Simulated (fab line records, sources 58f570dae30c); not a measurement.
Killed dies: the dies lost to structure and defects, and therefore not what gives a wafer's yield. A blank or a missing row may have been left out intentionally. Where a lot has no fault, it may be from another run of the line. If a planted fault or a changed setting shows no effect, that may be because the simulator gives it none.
fab line records	flow berkeley_cmos170
record: lots: 15	wafers: 45	last_day: 12
route steps=331 shown PFIELD@87 V2@292 M3@326
lots that met no fault: from a run of the same line without faults
start_h: hours from the record's first day to the start of the lot's first wafer shown	wait_h: hours from the lot's prior step to this one	" same as the row above	L1.1+2: several wafers, shown together as one row	- no value, or no start was given	* or withheld: withheld	< > ~ a bound
route shown NAME@n: names a module that has steps shown in the file, with the first one's number in the route	usual: mean/standard deviation taken from wafers without a fault	same: alike in all rows	chamber/n: place in a boat	sites: readings site by site	_std_site: their standard deviation	_edge_site: the outer-site mean with the inner-site mean subtracted	radius_mm: how far each site lies from the wafer's centre	mask NAME#n: copy n	behind: the most recent tool/chamber to have shaped the wafer	hold: the reason the lot was held/the length of the hold in hours/how it ended	device: names the non-switching transistor (n, p or np)	end of line: the route-end tests of the same wafers	a step given without rows: its recipe and nothing more	killed: dies lost to structure and defects at the first sort, not the wafer's yield	map: shows each die of a wafer: x if killed, . if not, _ if none is there
set.NAME: the run value of the setting; set.NAME@STEP: its run value at that earlier step	model.NAME: the simulator's own value behind a step, which no gauge read
steps of the route over a sample of lots; a table a step, a row a wafer
services: from which hour (start_h, from the record's first day; less than 0 if before it) a tool's chamber was out of use, for how many hours, and why
== steps ==
step: UCB170_PFIELD_STRIP_08
recipe: chemistry: O2	power_w: 400	pressure_mtorr: 3500	platen_temp_c: withheld	o2_flow_sccm: 400	overash_fraction: 0.5
usual: drypump_motor_current_A: 5.5/0.55	oes_product_au: 0.734/0.0041	strip_time_to_endpoint_s: 21.63/0.063
lot.wafer	tool	chamber	start_h	wait_h	drypump_motor_current_A	oes_product_au	rf_hours_counter_h	strip_time_to_endpoint_s
L388.1	plasma_asher-04	1	71.19	0.1	5.4	0.736	33	21.58
L388.2	"	0	"	"	4.9	0.739	33	21.61
L388.5	"	0	"	"	4.9	0.730	-	21.57
L389.2	plasma_asher-04	1	80.13	0.1	5.4	0.733	34	21.63
L389.5	"	1	"	"	5.4	0.735	-	21.66
L389.6	"	0	"	"	4.9	0.735	-	21.64
L391.1	plasma_asher-04	1	93.88	0.1	5.4	0.730	36	21.68
L391.4	"	1	"	"	5.4	0.734	-	21.65
L391.5	"	0	"	"	4.9	0.735	-	21.57
L390.1	plasma_asher-01	0	94.14	0.1	5.2	0.738	35	21.54
L390.2	"	1	"	"	6.6	0.735	35	21.61
L390.3	"	1	"	"	6.6	0.733	-	21.51
L392.1	plasma_asher-04	1	94.60	0.1	5.4	0.735	36	21.54
L392.5	"	0	"	"	4.9	0.726	-	21.61
L392.6	"	1	"	"	5.4	0.735	-	21.61
L398.4	plasma_asher-03	1	123.20	0.1	5.6	0.737	-	21.67
L398.5	"	1	"	"	5.6	0.738	-	21.65
L398.6	"	0	"	"	5.6	0.731	-	21.72
L399.2	plasma_asher-01	0	131.38	0.1	5.2	0.739	40	21.72
L399.3	"	1	"	"	6.6	0.734	-	21.74
L399.5	"	0	"	"	5.2	0.730	-	21.69
L402.2	plasma_asher-04	1	140.53	0.1	5.4	0.733	42	21.64
L402.5	"	0	"	"	4.9	0.736	-	21.59
L402.6	"	1	"	"	5.4	0.734	-	21.67
L403.1	plasma_asher-04	1	152.75	0.1	5.4	0.739	43	21.66
L403.2	"	0	"	"	4.9	0.734	43	21.67
L403.3	"	0	"	"	4.9	0.729	-	21.67
L406.2	plasma_asher-01	0	169.07	0.1	5.2	0.738	44	21.67
L406.3	"	0	"	"	5.2	0.732	-	21.63
L406.6	"	0	"	"	5.2	0.730	-	21.64
L407.3	plasma_asher-04	1	169.35	0.1	5.4	0.739	-	21.53
L407.4	"	0	"	"	4.9	0.738	-	21.44
L407.5	"	0	"	"	4.9	0.741	-	21.55
L409.2	plasma_asher-04	1	180.26	0.1	5.4	0.731	46	21.61
L409.4	"	0	"	"	4.9	0.739	-	21.64
L409.6	"	0	"	"	4.9	0.742	-	21.66
L408.2	plasma_asher-03	0	180.58	0.1	5.6	0.739	7	21.62
L408.3	"	1	"	"	5.6	0.731	-	21.52
L408.6	"	1	"	"	5.6	0.731	-	21.53
L410.1	plasma_asher-03	0	189.72	0.1	5.6	0.731	8	21.64
L410.3	"	1	"	"	5.6	0.730	-	21.60
L410.4	"	0	"	"	5.6	0.739	-	21.63
L411.1	plasma_asher-01	0	201.41	0.1	5.2	0.730	48	21.73
L411.2	"	1	"	"	6.6	0.735	48	21.76
L411.4	"	0	"	"	5.2	0.732	-	21.73
step: UCB170_V2_CVD_00
recipe: material: SiO2	target_thk_nm: 2000	temp_c: 390	precursor: TEOS/O2	time_s: 250	rf_w: 550	pressure_mtorr: 9000
usual: heater_power_w: 243/45
lot.wafer	tool	chamber	start_h	wait_h	heater_power_w
L388.1	pecvd-04	1	148.81	0.1	247
L388.2	"	0	"	"	353
L388.5	"	0	"	"	264
L389.2	pecvd-02	0	151.98	0.1	242
L389.5	"	0	"	"	305
L389.6	"	1	"	"	269
L390.1	pecvd-04	0	167.95	0.1	351
L390.2	"	1	"	"	227
L390.3	"	2	"	"	194
L392.1	pecvd-02	0	168.11	0.1	278
L392.5	"	1	"	"	198
L392.6	"	2	"	"	204
L391.1	pecvd-03	2	168.55	0.1	260
L391.4	"	2	"	"	203
L391.5	"	1	"	"	242
L398.4	pecvd-02	2	199.37	0.1	208
L398.5	"	1	"	"	199
L398.6	"	0	"	"	222
L399.2	pecvd-02	1	211.94	0.1	268
L399.3	"	2	"	"	245
L399.5	"	2	"	"	298
L402.2	pecvd-02	1	222.53	0.1	230
L402.5	"	1	"	"	285
L402.6	"	0	"	"	320
L403.1	pecvd-02	0	233.88	0.1	236
L403.2	"	2	"	"	275
L403.3	"	1	"	"	272
L407.3	pecvd-03	0	245.68	0.1	274
L407.4	"	1	"	"	173
L407.5	"	0	"	"	195
L406.2	pecvd-03	1	250.48	0.1	202
L406.3	"	2	"	"	214
L406.6	"	2	"	"	281
L408.2	pecvd-03	2	253.78	0.1	261
L408.3	"	0	"	"	286
L408.6	"	0	"	"	192
L409.2	pecvd-03	2	254.81	0.1	257
L409.4	"	0	"	"	263
L409.6	"	1	"	"	250
L410.1	pecvd-04	1	265.93	0.1	248
L410.3	"	0	"	"	293
L410.4	"	2	"	"	227
L411.1	pecvd-04	2	281.08	0.1	220
L411.2	"	1	"	"	221
L411.4	"	2	"	"	160
step: UCB170_V2_THK_MEAS_01
recipe: reads: SiO2_of_V2_CVD_00
usual: V2_TEOS_THK: 1996/25
lot.wafer	tool	chamber	start_h	wait_h	V2_TEOS_THK[nm]
L388.1	film_metro-02	-	148.97	0.1	1956
L388.2	"	-	"	"	1962
L388.5	"	-	"	"	1982
L389.2	film_metro-02	-	152.14	0.1	1963
L389.5	"	-	"	"	1993
L389.6	"	-	"	"	2020
L390.1	film_metro-04	-	168.10	0.1	1964
L390.2	"	-	"	"	2004
L390.3	"	-	"	"	1974
L392.1	film_metro-01	-	168.26	0.1	1968
L392.5	"	-	"	"	2011
L392.6	"	-	"	"	2012
L391.1	film_metro-01	-	168.79	0.2	1991
L391.4	"	-	"	"	1991
L391.5	"	-	"	"	2030
L398.4	film_metro-01	-	199.48	0.0	2039
L398.5	"	-	"	"	2049
L398.6	"	-	"	"	2031
L399.2	film_metro-02	-	212.14	0.1	2866
L399.3	"	-	"	"	2850
L399.5	"	-	"	"	2896
L402.2	film_metro-02	-	222.71	0.1	2860
L402.5	"	-	"	"	2886
L402.6	"	-	"	"	2908
L403.1	film_metro-01	-	234.03	0.1	2852
L403.2	"	-	"	"	2854
L403.3	"	-	"	"	2834
L407.3	film_metro-01	-	245.86	0.1	1973
L407.4	"	-	"	"	2017
L407.5	"	-	"	"	2026
L406.2	film_metro-04	-	250.65	0.1	1986
L406.3	"	-	"	"	1986
L406.6	"	-	"	"	2018
L408.2	film_metro-02	-	253.95	0.1	2001
L408.3	"	-	"	"	1973
L408.6	"	-	"	"	1994
L409.2	film_metro-01	-	254.98	0.1	1983
L409.4	"	-	"	"	2020
L409.6	"	-	"	"	2031
L410.1	film_metro-02	-	266.08	0.1	1975
L410.3	"	-	"	"	1999
L410.4	"	-	"	"	2045
L411.1	film_metro-02	-	281.23	0.1	1989
L411.2	"	-	"	"	1960
L411.4	"	-	"	"	2008
step: UCB170_M3_ETCH_17
recipe: chemistry: N2/H2	target_depth_a: withheld	overetch_a: withheld	target: BARC	time_s: withheld	source_w: 500	bias_w: 100	pressure_mtorr: 30	n2_flow_sccm: 100	h2_flow_sccm: 200
usual: drypump_motor_current_A: 5.9/0.47	oes_product_au: 0.993/0.015	throttle_valve_pct: 13.29/0.18
lot.wafer	tool	chamber	start_h	wait_h	drypump_motor_current_A	oes_product_au	throttle_valve_pct
L388.1	rie_diel-04	2	155.49	0.0	6.0	0.978	13.04
L388.2	"	0	"	"	6.7	1.005	13.53
L388.5	"	2	"	"	6.0	0.983	13.05
L389.2	rie_diel-02	3	158.31	0.0	6.0	0.973	13.02
L389.5	"	3	"	"	6.0	0.967	13.03
L389.6	"	2	"	"	5.5	0.990	13.46
L390.1	rie_diel-02	3	173.28	0.0	6.0	0.972	13.04
L390.2	"	1	"	"	6.5	0.995	13.12
L390.3	"	0	"	"	6.4	1.006	13.23
L392.1	rie_diel-03	2	173.55	0.0	6.2	1.003	13.50
L392.5	"	2	"	"	6.2	1.008	13.50
L392.6	"	1	"	"	5.4	1.008	13.34
L391.1	rie_diel-02	0	174.12	0.0	6.4	1.005	13.23
L391.4	"	1	"	"	6.5	0.984	13.11
L391.5	"	2	"	"	5.5	0.982	13.45
L398.4	rie_diel-03	1	203.69	0.0	5.4	1.002	13.36
L398.5	"	2	"	"	6.2	1.001	13.53
L398.6	"	3	"	"	5.3	0.978	13.18
L399.2	rie_diel-03	1	218.00	0.0	5.3	1.006	13.34
L399.3	"	3	"	"	5.3	0.985	13.17
L399.5	"	1	"	"	5.3	1.003	13.35
L402.2	rie_diel-02	2	227.62	0.0	5.6	0.985	13.46
L402.5	"	0	"	"	6.5	1.013	13.25
L402.6	"	1	"	"	6.5	0.984	13.11
L403.1	rie_diel-04	3	239.08	0.0	5.5	1.005	13.12
L403.2	"	1	"	"	5.4	1.004	13.43
L403.3	"	0	"	"	6.7	1.005	13.53
L407.3	rie_diel-02	3	251.39	0.0	6.0	0.959	13.01
L407.4	"	1	"	"	6.5	0.980	13.11
L407.5	"	1	"	"	6.5	0.999	13.12
L406.2	rie_diel-04	1	255.48	0.0	5.5	0.996	13.43
L406.3	"	2	"	"	6.0	0.989	13.05
L406.6	"	3	"	"	5.5	0.989	13.11
L408.2	rie_diel-03	1	258.86	0.0	5.4	1.007	13.37
L408.3	"	3	"	"	5.3	0.988	13.19
L408.6	"	3	"	"	5.3	0.991	13.19
L409.2	rie_diel-02	3	259.69	0.0	6.0	0.960	13.01
L409.4	"	1	"	"	6.5	0.987	13.11
L409.6	"	2	"	"	5.5	0.978	13.46
L410.1	rie_diel-04	1	270.64	0.0	5.4	1.003	13.46
L410.3	"	0	"	"	6.7	0.992	13.52
L410.4	"	3	"	"	5.5	1.001	13.12
L411.1	rie_diel-03	3	287.82	0.0	5.3	0.981	13.18
L411.2	"	2	"	"	6.2	0.997	13.53
L411.4	"	1	"	"	5.4	1.005	13.34
step: UCB170_M3_STRIP_19
recipe: chemistry: O2	power_w: 400	pressure_mtorr: 3500	platen_temp_c: withheld	o2_flow_sccm: 400	overash_fraction: 0.5
usual: drypump_motor_current_A: 5.8/0.57	oes_product_au: 0.554/0.008
lot.wafer	tool	chamber	start_h	wait_h	drypump_motor_current_A	oes_product_au	rf_hours_counter_h
L388.1	plasma_asher-01	1	155.72	0.1	6.6	0.573	43
L388.2	"	0	"	"	5.2	0.556	43
L388.5	"	0	"	"	5.3	0.562	-
L389.2	plasma_asher-01	0	158.54	0.1	5.2	0.550	43
L389.5	"	1	"	"	6.6	0.546	-
L389.6	"	0	"	"	5.2	0.549	-
L390.1	plasma_asher-01	1	173.51	0.1	6.5	0.536	45
L390.2	"	0	"	"	5.2	0.565	45
L390.3	"	0	"	"	5.2	0.555	-
L392.1	plasma_asher-04	0	173.97	0.3	4.9	0.556	45
L392.5	"	0	"	"	4.9	0.552	-
L392.6	"	1	"	"	5.4	0.555	-
L391.1	plasma_asher-02	1	174.35	0.1	5.8	0.556	47
L391.4	"	0	"	"	6.3	0.555	-
L391.5	"	1	"	"	5.8	0.547	-
L398.4	plasma_asher-02	1	203.96	0.1	5.8	0.565	-
L398.5	"	1	"	"	5.8	0.559	-
L398.6	"	0	"	"	6.3	0.561	-
L399.2	plasma_asher-01	0	218.23	0.1	5.2	0.564	49
L399.3	"	0	"	"	5.2	0.560	-
L399.5	"	0	"	"	5.2	0.555	-
L402.2	plasma_asher-04	1	227.85	0.1	5.4	0.537	50
L402.5	"	1	"	"	5.4	0.534	-
L402.6	"	0	"	"	4.9	0.535	-
L403.1	plasma_asher-02	1	239.31	0.1	5.8	0.559	54
L403.2	"	0	"	"	6.4	0.544	54
L403.3	"	0	"	"	6.4	0.560	-
L407.3	plasma_asher-04	0	251.65	0.1	4.9	0.571	-
L407.4	"	1	"	"	5.4	0.557	-
L407.5	"	0	"	"	4.9	0.552	-
L406.2	plasma_asher-01	0	255.71	0.1	5.2	0.558	53
L406.3	"	0	"	"	5.3	0.559	-
L406.6	"	1	"	"	6.6	0.560	-
L408.2	plasma_asher-02	1	259.09	0.1	5.8	0.557	56
L408.3	"	0	"	"	6.3	0.571	-
L408.6	"	1	"	"	5.8	0.559	-
L409.2	plasma_asher-02	0	259.92	0.1	6.4	0.553	56
L409.4	"	0	"	"	6.4	0.551	-
L409.6	"	1	"	"	5.8	0.550	-
L410.1	plasma_asher-02	0	270.87	0.1	6.3	0.542	57
L410.3	"	0	"	"	6.3	0.545	-
L410.4	"	1	"	"	5.8	0.553	-
L411.1	plasma_asher-04	1	288.05	0.1	5.4	0.553	56
L411.2	"	0	"	"	4.9	0.563	56
L411.4	"	1	"	"	5.4	0.560	-
== services ==
tool	chamber	start_h	hours	kind
rie_diel-04	0	78.64	7.2	repair
rie_diel-02	1	85.95	2.5	repair
plasma_asher-01	-	129.76	0.6	repair
pecvd-03	-	133.31	1.4	repair
pecvd-02	-	135.50	14.0	pm
pecvd-03	-	143.11	0.7	repair
pecvd-04	-	150.63	2.8	pm
rie_diel-04	0	157.59	13.3	repair
rie_diel-04	-	158.36	14.6	pm
rie_diel-03	3	161.35	12.1	repair
pecvd-03	0	163.48	5.7	repair
pecvd-03	2	163.56	2.8	repair
pecvd-02	-	183.08	0.7	repair
plasma_asher-04	-	187.11	9.0	repair
rie_diel-04	2	191.00	2.1	repair
plasma_asher-01	-	191.03	0.8	repair
plasma_asher-01	-	201.94	7.3	repair
pecvd-02	2	214.68	4.7	repair
rie_diel-04	-	221.42	15.6	pm
rie_diel-03	2	233.41	6.3	repair
rie_diel-03	-	236.39	1.2	repair
pecvd-02	-	246.26	31.8	repair
plasma_asher-01	-	258.89	2.1	repair
plasma_asher-02	-	261.78	2.5	repair
== key ==
first_sign: step: UCB170_V2_THK_MEAS_01	reading: V2_TEOS_THK	direction: up	sigmas: 34	usual: 1996	struck: 2867
effect none on later readings
met_at UCB170_V2_CVD_00
struck_lots L399,L402,L403
not_acting_at UCB170_PFIELD_STRIP_08,UCB170_M3_ETCH_17,UCB170_M3_STRIP_19
onset_between 199.37 211.94
fault: kind: process_parameter_drift	tool: pecvd-02	chamber: -	onset_h: 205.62	steps: UCB170_V2_CVD_00	channel: target_thk_nm	offset: 880.83	shape: step	end_h: 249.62	acts_in: these_recipes_only	stated: 2000
